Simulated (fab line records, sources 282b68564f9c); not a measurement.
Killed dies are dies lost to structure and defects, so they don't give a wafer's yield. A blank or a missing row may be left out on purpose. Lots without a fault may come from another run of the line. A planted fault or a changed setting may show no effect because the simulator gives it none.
Split-lot experiment | flow rit_cmos | 5 lots, 23 wafers read, on a route of 202 steps

THE SPLIT
At RIT_PLDD_COAT_01 (resist thk 1000 nm), the setting spin_rpm was moved away from the recipe's 3250 rpm on 10 of the 23 wafers read, by -5.4% to +4.0%. The other wafers ran this setting at the recipe's value.

FROM THE SPLIT TO THE READING: what the file shows between them, 3 steps
- RIT_PLDD_SOFTBAKE_02: time 60 s
- RIT_PLDD_EXPOSE_03: exposes mask M8, target cd 40900 nm
- RIT_PLDD_DEVELOP_05: develop time 50 s

THE READING
NOVOLAK_of_PLDD_COAT_01.thk_nm (the simulator's own value, which no gauge read), in nm, at RIT_PLDD_HARDBAKE_07 (time 60 s). The file gives no usual value for it. The 13 wafers here that ran the recipe average 886.7 nm, standard deviation 2 nm.

wafer  | tool, chamber at the split | spin_rpm as run, rpm | against the recipe | NOVOLAK_of_PLDD_COAT_01.thk_nm, nm | against lot-mates on the recipe
L077.2 | litho_track-03, 0          | 3362                 | +3.4%              | 873.7                              | -13.5
L077.3 | litho_track-03, 0          | 3250                 | recipe             | 888.3                              | -
L077.4 | litho_track-03, 0          | 3250                 | recipe             | 886.4                              | -
L077.5 | litho_track-03, 0          | 3362                 | +3.4%              | 872.4                              | -14.8
L077.6 | litho_track-03, 0          | 3250                 | recipe             | 886.8                              | -
L079.1 | litho_track-02, 0          | 3092                 | -4.9%              | 910.9                              | +23.3
L079.2 | litho_track-02, 0          | 3250                 | recipe             | 891                                | -
L079.3 | litho_track-02, 0          | 3250                 | recipe             | 886.9                              | -
L079.4 | litho_track-02, 0          | 3250                 | recipe             | 884.9                              | -
L079.5 | litho_track-02, 0          | 3092                 | -4.9%              | 908.9                              | +21.3
L080.1 | litho_track-03, 0          | 3074                 | -5.4%              | 909.2                              | +23.9
L080.2 | litho_track-03, 0          | 3074                 | -5.4%              | 908.6                              | +23.3
L080.4 | litho_track-03, 0          | 3074                 | -5.4%              | 907.5                              | +22.2
L080.5 | litho_track-03, 0          | 3250                 | recipe             | 884.3                              | -
L080.6 | litho_track-03, 0          | 3250                 | recipe             | 886.4                              | -
L084.1 | litho_track-04, 0          | 3381                 | +4.0%              | 866.5                              | -17.8
L084.2 | litho_track-04, 0          | 3381                 | +4.0%              | 866.8                              | -17.5
L084.3 | litho_track-04, 0          | 3250                 | recipe             | 885.2                              | -
L084.4 | litho_track-04, 0          | 3381                 | +4.0%              | 868.1                              | -16.1
L084.6 | litho_track-04, 0          | 3250                 | recipe             | 883.3                              | -
L085.2 | litho_track-04, 0          | 3250                 | recipe             | 887.8                              | -
L085.4 | litho_track-04, 0          | 3250                 | recipe             | 886.2                              | -
L085.6 | litho_track-04, 0          | 3250                 | recipe             | 889.1                              | -

THE FIT
A straight line over all 23 wafers: NOVOLAK_of_PLDD_COAT_01.thk_nm changes by -4.39 nm for each +1% of spin_rpm; r = -0.99; the points scatter about the line by 2.1 nm.
The same after taking each lot's own level away (the mean of its wafers on the recipe; 23 wafers): -4.31 nm for each +1%; r = -0.99; scatter 1.4 nm.
On that fit, the largest move of spin_rpm shifts the reading by 23 nm.
The lots' own levels span 884.25 to 887.70 nm, that is 1.7 times the standard deviation above.
So the lot-to-lot level changes the slope little: the two slopes agree.
Check: with one of the wafers moved furthest among these (-5.4%) left out of the fit, the line predicts +23.4 nm for it against its lot-mates. It came out at +23.9 nm against them.

THE WHOLE CHAIN: every reading that the file lists as answering this split, in the file's order
step                 | what it does       | reading                                                                         | change (the file's fit)              | r (the file's)
RIT_PLDD_COAT_01     | resist thk 1000 nm | NOVOLAK_of_PLDD_COAT_01.thk_nm (the simulator's own value, which no gauge read) | -4.95 nm for each +1% of the setting | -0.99
RIT_PLDD_HARDBAKE_07 | time 60 s          | NOVOLAK_of_PLDD_COAT_01.thk_nm (the simulator's own value, which no gauge read) | -4.33 nm for each +1% of the setting | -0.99

THE FILE'S OWN FIT
NOVOLAK_of_PLDD_COAT_01.thk_nm changes by -4.33 nm for each +1% of spin_rpm, r = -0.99.
